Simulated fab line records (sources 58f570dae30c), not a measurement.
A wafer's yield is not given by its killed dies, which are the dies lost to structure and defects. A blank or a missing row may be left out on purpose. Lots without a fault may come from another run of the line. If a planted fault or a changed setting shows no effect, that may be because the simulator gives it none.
fab line records	flow berkeleyCmos170	part 1 of 2: steps 1 to 35 of 49
record: lots: 5	wafers: 15	lastDay: 11
route steps=331 shown ACTIVE@74 PFIELD@79 FIELD@89 SACOX@97 SCREENOX@100 NVT@104 PVT@115
lots that met no fault: taken from a fault-free run of the same line
startH: hours from the record's first day to the start of the lot's first wafer shown	waitH: hours since the lot's step before	" the same as in the row above	L1.1+2: a single row standing in for several wafers	- no value, or no start given	* or withheld: withheld	< > ~ a bound
route shown NAME@n: NAME is a module with steps in the file, n the number in the route of the first one	usual: mean and standard deviation over wafers with no fault	same: alike in all rows	chamber/n: place in a boat	sites: the reading at each site	_std_site: the values' standard deviation	_edge_site: inner sites' mean taken away from outer sites' mean	radiusMm: for every site, how far away it sits from the centre of the wafer	mask NAME#n: copy n	behind: the most recent tool/chamber to have shaped the wafer	hold: cause of the lot's hold/its duration in hours/its outcome	device: which transistor (n, p or np) failed to switch	end of line: at the end of the route, the tests of the same wafers	for a step that has no rows: nothing shown but its recipe	killed: dies lost to structure and defects at the first sort, not the wafer's yield	map: a wafer's dies, marking killed ones x, the rest . and places with no die _
set.NAME: setting as actually run; set.NAME@STEP: the setting as run at that earlier step	model.NAME: the simulator's own value behind a step, which no gauge read
a table for each step, a row for each wafer; lots at some steps of the route
services: from which hour (startH, from the record's first day; less than 0 if before it) a tool's chamber was out of use, for how many hours, and why
== steps ==
step: UCB170_ACTIVE_OVL_MEAS_14
usual: ACTIVE_OVL: 3/6.9
lot.wafer	tool	chamber	startH	waitH	ACTIVE_OVL[nm]
L076.3	overlay-01	-	90.45	0.1	1
L076.4	"	-	"	"	9
L076.5	"	-	"	"	9
L085.1	overlay-01	-	143.36	0.1	7
L085.4	"	-	"	"	0
L085.6	"	-	"	"	2
L084.2	overlay-02	-	144.34	0.1	-4
L084.3	"	-	"	"	3
L084.6	"	-	"	"	-8
L088.1	overlay-01	-	152.92	0.1	-6
L088.4	"	-	"	"	-8
L088.5	"	-	"	"	-4
L094.3	overlay-01	-	171.37	0.1	13
L094.4	"	-	"	"	11
L094.5	"	-	"	"	9
step: UCB170_ACTIVE_ETCH_15
recipe: chemistry: CH3F/Ar/O2	target: Si3N4	stopOn: SiO2	CH3F_flow_sccm: 20	Ar_flow_sccm: 50	O2_flow_sccm: 7	pressureMtorr: 50	rfW: 450	targetDepthA: 2420	overEtchFrac: 0.1	timeS: 151
usual: drypumpMotorCurrentA: 5.57/0.3	oesProductAu: 0.946/0.014	throttleValvePct: 8.01/0.14
lot.wafer	tool	chamber	startH	waitH	drypumpMotorCurrentA	oesProductAu	rfHoursCounterH	throttleValvePct
L076.3	rieDiel-04	2	90.48	0.0	5.80	0.940	71	8.28
L076.4	"	2	"	"	5.80	0.936	-	8.30
L076.5	"	3	"	"	5.22	0.947	-	8.08
L085.1	rieDiel-04	2	143.40	0.0	5.80	0.947	74	8.29
L085.4	"	0	"	"	5.86	0.928	141	8.24
L085.6	"	1	"	"	5.35	0.941	-	8.04
L084.2	rieDiel-04	3	144.37	0.0	5.21	0.943	20	8.09
L084.3	"	2	"	"	5.80	0.940	74	8.29
L084.6	"	1	"	"	5.33	0.935	-	8.06
L088.1	rieDiel-03	3	152.96	0.0	5.58	0.950	32	7.83
L088.4	"	2	"	"	5.21	0.948	16	8.04
L088.5	"	0	"	"	5.39	0.929	-	7.86
L094.3	rieDiel-02	2	171.39	0.0	6.13	0.958	114	7.81
L094.4	"	0	"	"	5.74	0.941	-	7.97
L094.5	"	2	"	"	6.14	0.950	-	7.83
step: UCB170_ACTIVE_STRIP_16
recipe: chemistry: O2	powerW: 400	pressureMtorr: 3500	platenTempC: withheld	o2FlowSccm: 400	overashFraction: 0.5
usual: drypumpMotorCurrentA: 6.0/0.64	oesProductAu: 0.721/0.0049	stripTimeToEndpointS: 18.06/0.086
lot.wafer	tool	chamber	startH	waitH	drypumpMotorCurrentA	oesProductAu	rfHoursCounterH	stripTimeToEndpointS
L076.3	plasmaAsher-04	0	90.61	0.1	6.5	0.720	-	18.15
L076.4	"	1	"	"	5.3	0.725	-	18.07
L076.5	"	0	"	"	6.6	0.709	-	17.92
L085.1	plasmaAsher-01	1	143.50	0.1	6.5	0.721	43	18.09
L085.4	"	0	"	"	6.0	0.723	-	17.95
L085.6	"	1	"	"	6.6	0.720	-	18.09
L084.2	plasmaAsher-02	1	144.48	0.1	5.2	0.718	3	18.08
L084.3	"	1	"	"	5.2	0.725	-	18.05
L084.6	"	0	"	"	6.8	0.714	-	18.01
L088.1	plasmaAsher-01	0	153.06	0.1	6.0	0.714	45	18.12
L088.4	"	1	"	"	6.6	0.726	-	17.99
L088.5	"	0	"	"	6.0	0.730	-	18.04
L094.3	plasmaAsher-02	1	171.52	0.1	5.2	0.713	-	18.07
L094.4	"	0	"	"	6.8	0.721	-	18.14
L094.5	"	0	"	"	6.8	0.722	-	18.01
step: UCB170_ACTIVE_CD_MEAS_90
recipe: targetCdNm: 1200
usual: cdNm: 1200.4/1.6
lot.wafer	tool	chamber	startH	waitH	cdNm
L076.3	cdSem-02	-	90.96	0.3	1200.8
L076.4	"	-	"	"	1200.4
L076.5	"	-	"	"	1199.7
L085.1	cdSem-01	-	143.60	0.1	1199.8
L085.4	"	-	"	"	1200.8
L085.6	"	-	"	"	1201.7
L084.2	cdSem-01	-	144.60	0.1	1204.7
L084.3	"	-	"	"	1203.4
L084.6	"	-	"	"	1203.6
L088.1	cdSem-01	-	153.16	0.1	1199.0
L088.4	"	-	"	"	1198.0
L088.5	"	-	"	"	1199.9
L094.3	cdSem-02	-	171.63	0.1	1199.9
L094.4	"	-	"	"	1199.5
L094.5	"	-	"	"	1198.3
step: UCB170_ACTIVE_CLEAN_17
recipe: chemistry: SPM	tempC: 120	timeS: 600
lot.wafer	tool	chamber	startH	waitH
L076.3+4+5	wetBench-03	0	91.34	0.4
L085.1+4+6	wetBench-01	0	143.99	0.4
L084.2+3+6	wetBench-03	2	144.80	0.2
L088.1+4+5	wetBench-02	1	154.07	0.9
L094.3+4+5	wetBench-02	0	171.81	0.2
step: UCB170_PFIELD_HMDS_00
recipe: primeTimeS: 60	primeTempC: 100
lot.wafer	tool	chamber	startH	waitH
L076.3+4+5	lithoTrack-01	0	91.56	0.1
L085.1+4+6	lithoTrack-01	0	144.69	0.5
L084.2+3+6	lithoTrack-01	0	145.62	0.6
L088.1+4+5	lithoTrack-01	0	154.54	0.3
L094.3+4+5	lithoTrack-03	0	173.04	1.0
step: UCB170_PFIELD_COAT_01
recipe: resist: KrF	spinRpm: 1500	resistThkNm: 900
lot.wafer	tool	chamber	startH	waitH
L076.3+4+5	lithoTrack-01	0	91.71	0.1
L085.1+4+6	lithoTrack-01	0	144.84	0.1
L084.2+3+6	lithoTrack-01	0	145.77	0.1
L088.1+4+5	lithoTrack-01	0	154.69	0.1
L094.3+4+5	lithoTrack-03	0	173.19	0.1
step: UCB170_PFIELD_SOFTBAKE_02
recipe: resist: KrF	tempC: 130	timeS: 60
lot.wafer	tool	chamber	startH	waitH
L076.3+4+5	lithoTrack-01	0	91.86	0.1
L085.1+4+6	lithoTrack-01	0	144.99	0.1
L084.2+3+6	lithoTrack-01	0	145.92	0.1
L088.1+4+5	lithoTrack-01	0	154.84	0.1
L094.3+4+5	lithoTrack-03	0	173.34	0.1
step: UCB170_PFIELD_EXPOSE_03
recipe: maskId: PFIELD	na: 0.5	sigmaOuter: 0.6	sourceShape: conventional	targetCdNm: 1500	doseMj: 30
usual: reticleTempC: 23.02/0.12
same: na: 0.5
lot.wafer	tool	chamber	startH	waitH	mask	reticleTempC
L076.3	krfScanner-02	0	92.13	0.2	PFIELD#0	22.99
L076.4	"	0	"	"	PFIELD#0	23.10
L076.5	"	0	"	"	PFIELD#0	23.04
L085.1	krfScanner-01	0	145.14	0.1	PFIELD#0	22.95
L085.4	"	0	"	"	PFIELD#0	22.97
L085.6	"	0	"	"	PFIELD#0	23.11
L084.2	krfScanner-01	0	-	-	PFIELD#0	22.93
L084.3	"	0	"	"	PFIELD#0	22.98
L084.6	"	0	"	"	PFIELD#0	23.08
L088.1	krfScanner-02	0	154.99	0.1	PFIELD#0	22.85
L088.4	"	0	"	"	PFIELD#0	22.72
L088.5	"	0	"	"	PFIELD#0	23.03
L094.3	krfScanner-02	0	173.60	0.2	PFIELD#0	22.94
L094.4	"	0	"	"	PFIELD#0	22.95
L094.5	"	0	"	"	PFIELD#0	22.90
step: UCB170_PFIELD_PEB_04
recipe: pebTempC: 130	pebTimeS: withheld	resist: KrF
lot.wafer	tool	chamber	startH	waitH
L076.3+4+5	lithoTrack-01	0	92.26	0.1
L085.1+4+6	lithoTrack-01	0	146.04	0.9
L084.2+3+6	lithoTrack-02	0	-	-
L088.1+4+5	lithoTrack-02	0	155.10	0.1
L094.3+4+5	lithoTrack-01	0	174.18	0.6
step: UCB170_PFIELD_DEVELOP_05
recipe: developer: TMAH	developTimeS: 45	resist: KrF	devTempC: 21
lot.wafer	tool	chamber	startH	waitH
L076.3+4+5	lithoTrack-01	0	-	-
L085.1+4+6	lithoTrack-01	0	-	-
L084.2+3+6	lithoTrack-02	0	-	-
L088.1+4+5	lithoTrack-02	0	-	-
L094.3+4+5	lithoTrack-01	0	-	-
step: UCB170_PFIELD_OVL_MEAS_06
usual: PFIELD_OVL: 1/6
lot.wafer	tool	chamber	startH	waitH	PFIELD_OVL[nm]
L076.3	overlay-02	-	92.49	-	-1
L076.4	"	-	"	"	4
L076.5	"	-	"	"	-5
L085.1	overlay-01	-	146.32	-	4
L085.4	"	-	"	"	-1
L085.6	"	-	"	"	5
L084.2	overlay-01	-	147.70	-	8
L084.3	"	-	"	"	2
L084.6	"	-	"	"	3
L088.1	overlay-02	-	155.38	-	-6
L088.4	"	-	"	"	-8
L088.5	"	-	"	"	-6
L094.3	overlay-02	-	174.42	-	0
L094.4	"	-	"	"	-5
L094.5	"	-	"	"	-2
step: UCB170_PFIELD_IMPLANT_07
recipe: species: B	doseCm2: 2.048e+13	energyKev: 80	tiltDeg: 7
lot.wafer	tool	chamber	startH	waitH
L076.3+4+5	implanter-03	0	92.57	0.1
L085.1+4+6	implanter-02	0	146.35	0.0
L084.2+3+6	implanter-01	0	147.76	0.0
L088.1+4+5	implanter-02	0	155.41	0.0
L094.3+4+5	implanter-01	0	174.49	0.1
step: UCB170_PFIELD_STRIP_08
recipe: chemistry: O2	powerW: 400	pressureMtorr: 3500	platenTempC: withheld	o2FlowSccm: 400	overashFraction: 0.5
usual: drypumpMotorCurrentA: 6.1/0.49	oesProductAu: 0.734/0.0043	stripTimeToEndpointS: 21.64/0.045
lot.wafer	tool	chamber	startH	waitH	drypumpMotorCurrentA	oesProductAu	rfHoursCounterH	stripTimeToEndpointS
L076.3	plasmaAsher-01	0	92.70	0.1	6.0	0.739	-	21.56
L076.4	"	1	"	"	6.5	0.727	-	21.62
L076.5	"	1	"	"	6.5	0.733	-	21.60
L085.1	plasmaAsher-02	0	146.50	0.1	6.8	0.734	3	21.65
L085.4	"	0	"	"	6.8	0.739	-	21.67
L085.6	"	1	"	"	5.2	0.739	-	21.67
L084.2	plasmaAsher-01	1	147.88	0.1	6.5	0.737	44	21.64
L084.3	"	1	"	"	6.5	0.733	-	21.70
L084.6	"	1	"	"	6.5	0.739	-	21.74
L088.1	plasmaAsher-01	0	155.56	0.1	6.0	0.731	45	21.67
L088.4	"	1	"	"	6.5	0.732	-	21.65
L088.5	"	0	"	"	6.0	0.730	-	21.70
L094.3	plasmaAsher-01	0	174.63	0.1	6.0	0.738	-	21.58
L094.4	"	1	"	"	6.5	0.735	-	21.67
L094.5	"	0	"	"	6.0	0.733	-	21.59
step: UCB170_PFIELD_TW_MEAS_09
usual: PFIELD_TW: 604/3.2
lot.wafer	tool	chamber	startH	waitH	PFIELD_TW
L076.3	filmMetro-01	-	92.79	0.1	606
L076.4	"	-	"	"	608
L076.5	"	-	"	"	608
L085.1	filmMetro-03	-	146.60	0.1	602
L085.4	"	-	"	"	600
L085.6	"	-	"	"	600
L084.2	filmMetro-01	-	147.99	0.1	600
L084.3	"	-	"	"	604
L084.6	"	-	"	"	604
L088.1	filmMetro-01	-	155.66	0.1	603
L088.4	"	-	"	"	604
L088.5	"	-	"	"	601
L094.3	filmMetro-04	-	174.71	0.1	606
L094.4	"	-	"	"	606
L094.5	"	-	"	"	605
step: UCB170_FIELD_CLEAN_00
recipe: chemistry: dHF	dilution: 25:1	timeS: 7.5
lot.wafer	tool	chamber	startH	waitH
L076.3+4+5	wetBench-04	3	93.62	0.8
L084.2+3+6	wetBench-04	3	148.56	0.6
L085.1+4+6	wetBench-04	2	148.56	1.9
L088.1+4+5	wetBench-04	3	155.72	0.1
L094.3+4+5	wetBench-04	2	174.88	0.2
step: UCB170_FIELD_OXIDATION_01
recipe: tempC: 1000	ambient: H2O	pH2oTorr: 584.62	targetThkA: 5583	oxTimeS: 7200
lot.wafer	tool	chamber	startH	waitH
L076.3+4+5	furnace-02	0	97.25	3.6
L084.2+3+6	furnace-02	0	148.87	0.3
L085.1+4+6	furnace-02	0	148.87	0.3
L088.1+4+5	furnace-04	0	157.94	2.2
L094.3+4+5	furnace-04	0	175.24	0.3
step: UCB170_FIELD_THK_MEAS_02
recipe: reads: SiO2_of_FIELD_OXIDATION_01
usual: FIELD_OXIDE_THK: 554/11
lot.wafer	tool	chamber	startH	waitH	FIELD_OXIDE_THK[nm]
L076.3	filmMetro-01	-	100.33	0.1	564
L076.4	"	-	"	"	582
L076.5	"	-	"	"	569
L085.1	filmMetro-04	-	151.87	0.0	558
L085.4	"	-	"	"	557
L085.6	"	-	"	"	561
L084.2	filmMetro-01	-	152.03	0.2	548
L084.3	"	-	"	"	548
L084.6	"	-	"	"	556
L088.1	filmMetro-04	-	160.94	0.0	544
L088.4	"	-	"	"	549
L088.5	"	-	"	"	541
L094.3	filmMetro-04	-	178.26	0.0	538
L094.4	"	-	"	"	544
L094.5	"	-	"	"	535
step: UCB170_FIELD_ANNEAL_03
recipe: tempC: 1000	timeS: 1200	ambient: N2
lot.wafer	tool	chamber	startH	waitH
L076.3+4+5	furnace-02	0	105.41	5.1
L084.2+3+6	furnace-04	0	155.11	3.1
L085.1+4+6	furnace-04	0	155.11	3.2
L088.1+4+5	furnace-04	0	162.29	1.3
L094.3+4+5	furnace-04	0	179.49	1.2
step: UCB170_FIELD_WET_ETCH_04
recipe: chemistry: dHF	dilution: 10:1	target: SiO2	tempC: 25	timeS: 60
lot.wafer	tool	chamber	startH	waitH
L076.3+4+5	wetBench-04	2	106.75	0.0
L085.1+4+6	wetBench-03	3	156.44	0.0
L084.2+3+6	wetBench-03	2	156.47	0.0
L088.1+4+5	wetBench-01	3	163.63	0.0
L094.3+4+5	wetBench-04	2	180.83	0.0
step: UCB170_FIELD_WET_ETCH_05
recipe: chemistry: H3PO4	target: Si3N4	tempC: 160	timeS: 12600
lot.wafer	tool	chamber	startH	waitH
L076.3+4+5	wetBench-01	1	106.77	0.0
L085.1+4+6	wetBench-03	3	156.49	0.0
L084.2+3+6	wetBench-04	3	156.57	0.1
L088.1+4+5	wetBench-01	1	163.65	0.0
L094.3+4+5	wetBench-03	3	180.85	0.0
step: UCB170_FIELD_WET_ETCH_06
recipe: chemistry: BOE	dilution: 5:1	target: SiO2	tempC: 25	timeS: 22
lot.wafer	tool	chamber	startH	waitH
L076.3+4+5	wetBench-04	0	110.28	0.0
L085.1+4+6	wetBench-04	1	160.59	0.6
L084.2+3+6	wetBench-03	1	160.87	0.5
L088.1+4+5	wetBench-04	1	167.48	0.0
L094.3+4+5	wetBench-04	3	184.36	0.0
step: UCB170_FIELD_THK_MEAS_90
recipe: reads: SiO2_of_FIELD_OXIDATION_01
usual: FIELD_OXIDE_LEFT_1_THK: 437/11
lot.wafer	tool	chamber	startH	waitH	FIELD_OXIDE_LEFT_1_THK[nm]
L076.3	filmMetro-01	-	110.32	0.0	447
L076.4	"	-	"	"	465
L076.5	"	-	"	"	451
L085.1	filmMetro-02	-	160.66	0.1	442
L085.4	"	-	"	"	441
L085.6	"	-	"	"	445
L084.2	filmMetro-04	-	160.89	0.0	430
L084.3	"	-	"	"	431
L084.6	"	-	"	"	439
L088.1	filmMetro-01	-	167.49	0.0	426
L088.4	"	-	"	"	431
L088.5	"	-	"	"	422
L094.3	filmMetro-04	-	184.39	0.0	420
L094.4	"	-	"	"	427
L094.5	"	-	"	"	418
step: UCB170_SACOX_CLEAN_00
recipe: chemistry: dHF	dilution: 25:1	timeS: 7.5
lot.wafer	tool	chamber	startH	waitH
L076.3+4+5	wetBench-04	3	110.36	0.0
L085.1+4+6	wetBench-04	2	160.79	0.1
L084.2+3+6	wetBench-04	1	161.02	0.1
L088.1+4+5	wetBench-04	0	167.55	0.1
L094.3+4+5	wetBench-03	2	184.43	0.0
step: UCB170_SACOX_OXIDATION_01
recipe: tempC: 900	ambient: O2	targetThkA: 144	oxTimeS: 2400
lot.wafer	tool	chamber	startH	waitH
L076.3+4+5	furnace-04	0	112.68	2.3
L084.2+3+6	furnace-01	0	161.11	0.1
L085.1+4+6	furnace-01	0	161.11	0.3
L088.1+4+5	furnace-04	0	169.73	2.2
L094.3+4+5	furnace-04	0	190.51	6.1
step: UCB170_SACOX_THK_MEAS_02
recipe: reads: SiO2_of_SACOX_OXIDATION_01
usual: SACOX_OXIDE_THK: 14.31/0.3
lot.wafer	tool	chamber	startH	waitH	SACOX_OXIDE_THK[nm]
L076.3	filmMetro-02	-	114.43	0.1	14.24
L076.4	"	-	"	"	14.10
L076.5	"	-	"	"	14.21
L084.2	filmMetro-03	-	162.84	0.1	14.27
L084.3	"	-	"	"	14.23
L084.6	"	-	"	"	14.18
L085.1	filmMetro-02	-	162.84	0.1	13.95
L085.4	"	-	"	"	13.89
L085.6	"	-	"	"	14.01
L088.1	filmMetro-03	-	171.39	0.0	14.32
L088.4	"	-	"	"	14.30
L088.5	"	-	"	"	14.23
L094.3	filmMetro-04	-	192.20	0.0	13.70
L094.4	"	-	"	"	13.79
L094.5	"	-	"	"	14.08
step: UCB170_SCREENOX_WET_ETCH_00
recipe: chemistry: dHF	dilution: 25:1	target: SiO2	tempC: 25	timeS: 200
lot.wafer	tool	chamber	startH	waitH
L076.3+4+5	wetBench-04	0	114.47	0.0
L084.2+3+6	wetBench-01	3	162.90	0.1
L085.1+4+6	wetBench-01	1	162.90	0.1
L088.1+4+5	wetBench-04	1	171.45	0.1
L094.3+4+5	wetBench-02	3	193.70	1.5
step: UCB170_SCREENOX_OXIDATION_01
recipe: tempC: 900	ambient: O2	targetThkA: 144	oxTimeS: 2400
lot.wafer	tool	chamber	startH	waitH
L076.3+4+5	furnace-04	0	116.94	2.4
L084.2+3+6	furnace-03	0	164.34	1.4
L085.1+4+6	furnace-03	0	164.34	1.4
L088.1+4+5	furnace-02	0	173.97	2.5
L094.3+4+5	furnace-02	0	194.99	1.2
step: UCB170_SCREENOX_THK_MEAS_02
recipe: reads: SiO2_of_SCREENOX_OXIDATION_01
usual: SCREENOX_OXIDE_THK: 14.32/0.28
lot.wafer	tool	chamber	startH	waitH	SCREENOX_OXIDE_THK[nm]
L076.3	filmMetro-03	-	118.63	0.0	14.48
L076.4	"	-	"	"	14.31
L076.5	"	-	"	"	14.41
L084.2	filmMetro-02	-	166.02	0.0	13.94
L084.3	"	-	"	"	14.11
L084.6	"	-	"	"	13.70
L085.1	filmMetro-03	-	166.07	0.1	14.32
L085.4	"	-	"	"	14.43
L085.6	"	-	"	"	14.72
L088.1	filmMetro-01	-	175.64	0.0	14.13
L088.4	"	-	"	"	14.17
L088.5	"	-	"	"	14.10
L094.3	filmMetro-01	-	196.68	0.0	13.85
L094.4	"	-	"	"	13.61
L094.5	"	-	"	"	13.61
step: UCB170_SCREENOX_ANNEAL_03
recipe: tempC: 900	timeS: 900	ambient: N2
lot.wafer	tool	chamber	startH	waitH
L076.3+4+5	furnace-04	0	119.94	1.3
L084.2+3+6	furnace-03	0	167.26	1.2
L085.1+4+6	furnace-03	0	167.26	1.2
L088.1+4+5	furnace-04	0	178.24	2.6
L094.3+4+5	furnace-04	0	202.23	5.5
step: UCB170_NVT_HMDS_00
recipe: primeTimeS: 60	primeTempC: 100
lot.wafer	tool	chamber	startH	waitH
L076.3+4+5	lithoTrack-02	0	121.59	0.4
L084.2+3+6	lithoTrack-02	0	168.69	0.2
L085.1+4+6	lithoTrack-02	0	169.11	0.6
L088.1+4+5	lithoTrack-04	0	179.78	0.3
L094.3+4+5	lithoTrack-02	0	203.85	0.4
step: UCB170_NVT_COAT_01
recipe: resist: KrF	spinRpm: 1500	resistThkNm: 900
lot.wafer	tool	chamber	startH	waitH
L076.3+4+5	lithoTrack-02	0	121.74	0.1
L084.2+3+6	lithoTrack-02	0	168.84	0.1
L085.1+4+6	lithoTrack-02	0	169.26	0.1
L088.1+4+5	lithoTrack-04	0	179.93	0.1
L094.3+4+5	lithoTrack-02	0	204.00	0.1
step: UCB170_NVT_SOFTBAKE_02
recipe: resist: KrF	tempC: 130	timeS: 60
lot.wafer	tool	chamber	startH	waitH
L076.3+4+5	lithoTrack-02	0	121.89	0.1
L084.2+3+6	lithoTrack-02	0	168.99	0.1
L085.1+4+6	lithoTrack-02	0	169.41	0.1
L088.1+4+5	lithoTrack-04	0	180.08	0.1
L094.3+4+5	lithoTrack-02	0	204.15	0.1
step: UCB170_NVT_EXPOSE_03
recipe: maskId: PWELL	targetCdNm: 3000	na: 0.5	sigmaOuter: 0.6	sourceShape: conventional	doseMj: 30
usual: reticleTempC: 22.99/0.1
same: na: 0.5
lot.wafer	tool	chamber	startH	waitH	mask	reticleTempC
L076.3	krfScanner-02	0	122.24	0.3	PWELL#0	23.12
L076.4	"	0	"	"	PWELL#0	23.15
L076.5	"	0	"	"	PWELL#0	23.15
L084.2	krfScanner-01	0	169.34	0.3	PWELL#0	22.84
L084.3	"	0	"	"	PWELL#0	23.05
L084.6	"	0	"	"	PWELL#0	22.72
L085.1	krfScanner-01	0	169.92	0.5	PWELL#0	23.11
L085.4	"	0	"	"	PWELL#0	23.29
L085.6	"	0	"	"	PWELL#0	22.96
L088.1	krfScanner-01	0	180.48	0.4	PWELL#0	22.97
L088.4	"	0	"	"	PWELL#0	23.04
L088.5	"	0	"	"	PWELL#0	23.01
L094.3	krfScanner-02	0	204.29	0.1	PWELL#0	22.92
L094.4	"	0	"	"	PWELL#0	23.04
L094.5	"	0	"	"	PWELL#0	23.04
step: UCB170_NVT_PEB_04
recipe: pebTempC: 130	pebTimeS: withheld	resist: KrF
lot.wafer	tool	chamber	startH	waitH
L076.3+4+5	lithoTrack-02	0	122.77	0.5
L084.2+3+6	lithoTrack-02	0	169.86	0.5
L085.1+4+6	lithoTrack-01	0	170.68	0.7
L088.1+4+5	lithoTrack-02	0	180.72	0.2
L094.3+4+5	lithoTrack-01	0	205.08	0.8
